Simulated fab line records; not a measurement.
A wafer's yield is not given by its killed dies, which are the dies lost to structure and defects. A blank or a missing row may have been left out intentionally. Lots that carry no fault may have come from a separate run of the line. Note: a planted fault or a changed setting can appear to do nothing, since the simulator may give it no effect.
Problem report, 8D (eight disciplines) form, completed by code ; flow rit_cmos ; the parts of the form that need people (team, actions taken, sign-off) are left out

1. THE ISSUE
Across 6 wafers from 2 lots, CONTACT_OVL at RIT_CONTACT_OVL_MEAS_09 averages 238.9 nm, while fault-free wafers read -0.2 nm with a standard deviation of 1.4. That is +99 or more standard deviations from the usual mean.
Seen first at day 5 19:52 on overlay-02, wafer L509.2. The record has a number at this step for 42 wafers belonging to 14 lots. The rule behind "out" and "out of limits": a value lying over 4 standard deviations away from the usual mean. The rest of the wafers with a number are treated as sound.

2. WHAT IT IS; WHAT IT IS NOT
question;is;is not
which readings at this step;CONTACT_OVL;-
which lots;L509, L512;L497, L498, L500, L501, L502, L504, L507, L510, L513, L514, L516, L519
which wafers of those lots;all that have a number;-
read on which gauges;overlay-02;overlay-01
when;from day 5 19:52;"up to then (21 sound wafers); but 15 sound wafers of L510, L513, L514, L516, L519 came after"

3. WHAT RULES OUT EACH SUSPECT
Counting: a tool at any process step up to the reading remains a suspect when it ran all the lots that are out and ran no sound lot after the first of those.
- the gauge at RIT_CONTACT_OVL_MEAS_09: kept. All the wafers that are out were read on overlay-02, and no step on other tools shows them out.
- iline_stepper-01 at RIT_CONTACT_EXPOSE_05 (exposes mask M11, target cd 1000 nm): kept. It ran every lot that is out, first L509 (day 5 19:14), and no sound lot after that; its last sound lot up to then is L502 (day 4 05:08).
After counting, iline_stepper-01 at RIT_CONTACT_EXPOSE_05 and overlay-02 at RIT_CONTACT_OVL_MEAS_09 remain.

4. THE CAUSE (what the simulator had put in)
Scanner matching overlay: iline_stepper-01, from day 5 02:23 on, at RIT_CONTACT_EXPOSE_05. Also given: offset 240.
Counting leaves 2 suspects; this tool is one of them.

5. SEQUENCE OF EFFECTS, ordered by route
Each row: a reading whose mean over the struck wafers that have a number lies more than 3 standard deviations from the usual. Scope: only readings with a usual standard deviation given in the record; hours: median across lots of the time from each lot's start at the first step in this table that gives one to its start at this step; sigmas: change in usual standard deviations.
hours;step;reading;usual;on struck wafers;change;sigmas
0;RIT_CONTACT_OVL_MEAS_09;CONTACT_OVL;-0.2 nm;238.9;+239.1;+99 or more

6. WHAT WOULD HAVE CAUGHT IT SOONER
17 hours passed between the start of the fault at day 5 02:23 and the first reading out of limits at a measuring or inspecting step in this record, taken at day 5 19:52.
Lots out: 2; of these, L512 started RIT_CONTACT_EXPOSE_05 on iline_stepper-01 after day 5 19:52. Had the tool been put on hold then, it would have been spared.
